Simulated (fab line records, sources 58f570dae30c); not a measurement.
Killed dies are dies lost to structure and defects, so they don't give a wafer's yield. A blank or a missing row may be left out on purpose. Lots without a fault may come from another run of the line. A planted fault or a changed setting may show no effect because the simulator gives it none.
Split-lot experiment | flow berkeley_cmos170 | 5 lots, 23 wafers read, on a route of 331 steps

THE SPLIT
At UCB170_PWELL_CVD_05 (deposits Si3N4 from SiH2Cl2/NH3, target thk 220 nm, time 3300 s), the setting sih2cl2_flow_sccm was moved away from the recipe's 25 sccm on 15 of the 23 wafers read, by -6.8% to +8.9%. The other wafers ran this setting at the recipe's value.

The reading is taken at the split's own step.

THE READING
Si3N4_of_PWELL_CVD_05.thk_nm (the simulator's own value, which no gauge read), in nm, at UCB170_PWELL_CVD_05 (deposits Si3N4 from SiH2Cl2/NH3, target thk 220 nm, time 3300 s). The file gives no usual value for it. The 8 wafers here that ran the recipe average 218.8 nm, standard deviation 1.4 nm.

wafer  | tool, chamber at the split | sih2cl2_flow_sccm as run, sccm | against the recipe | Si3N4_of_PWELL_CVD_05.thk_nm, nm | against lot-mates on the recipe
L074.1 | -, -                       | 23.31                          | -6.8%              | 214.4                            | no lot-mate on the recipe
L074.2 | -, -                       | 23.31                          | -6.8%              | 214.1                            | no lot-mate on the recipe
L074.4 | -, -                       | 23.31                          | -6.8%              | 216.6                            | no lot-mate on the recipe
L074.5 | -, -                       | 23.31                          | -6.8%              | 216.1                            | no lot-mate on the recipe
L074.6 | -, -                       | 23.31                          | -6.8%              | 215.4                            | no lot-mate on the recipe
L075.1 | -, -                       | 26.49                          | +6.0%              | 224.6                            | no lot-mate on the recipe
L075.4 | -, -                       | 26.49                          | +6.0%              | 224.6                            | no lot-mate on the recipe
L075.2 | -, -                       | 26.49                          | +6.0%              | 222.1                            | no lot-mate on the recipe
L075.5 | -, -                       | 26.49                          | +6.0%              | 223.1                            | no lot-mate on the recipe
L075.6 | -, -                       | 26.49                          | +6.0%              | 225.4                            | no lot-mate on the recipe
L080.1 | lpcvd-01, 0                | 25                             | recipe             | 218.2                            | -
L080.4 | lpcvd-01, 0                | 25                             | recipe             | 221.9                            | -
L080.6 | lpcvd-01, 0                | 25                             | recipe             | 219.4                            | -
L082.1 | -, -                       | 27.22                          | +8.9%              | 224.1                            | no lot-mate on the recipe
L082.3 | -, -                       | 27.22                          | +8.9%              | 221.9                            | no lot-mate on the recipe
L082.4 | -, -                       | 27.22                          | +8.9%              | 223.9                            | no lot-mate on the recipe
L082.5 | -, -                       | 27.22                          | +8.9%              | 223.5                            | no lot-mate on the recipe
L082.6 | -, -                       | 27.22                          | +8.9%              | 222.8                            | no lot-mate on the recipe
L083.2 | -, -                       | 25                             | recipe             | 218.7                            | -
L083.3 | -, -                       | 25                             | recipe             | 219.6                            | -
L083.4 | -, -                       | 25                             | recipe             | 217                              | -
L083.5 | -, -                       | 25                             | recipe             | 218                              | -
L083.6 | -, -                       | 25                             | recipe             | 217.8                            | -

THE FIT
A straight line over all 23 wafers: Si3N4_of_PWELL_CVD_05.thk_nm changes by +0.568 nm for each +1% of sih2cl2_flow_sccm; r = +0.91; the points scatter about the line by 1.5 nm.
Too few moved wafers have a lot-mate on the recipe to fit a line with each lot's own level taken away.

THE FILE'S OWN FIT
Si3N4_of_PWELL_CVD_05.thk_nm changes by +0.568 nm for each +1% of sih2cl2_flow_sccm, r = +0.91.
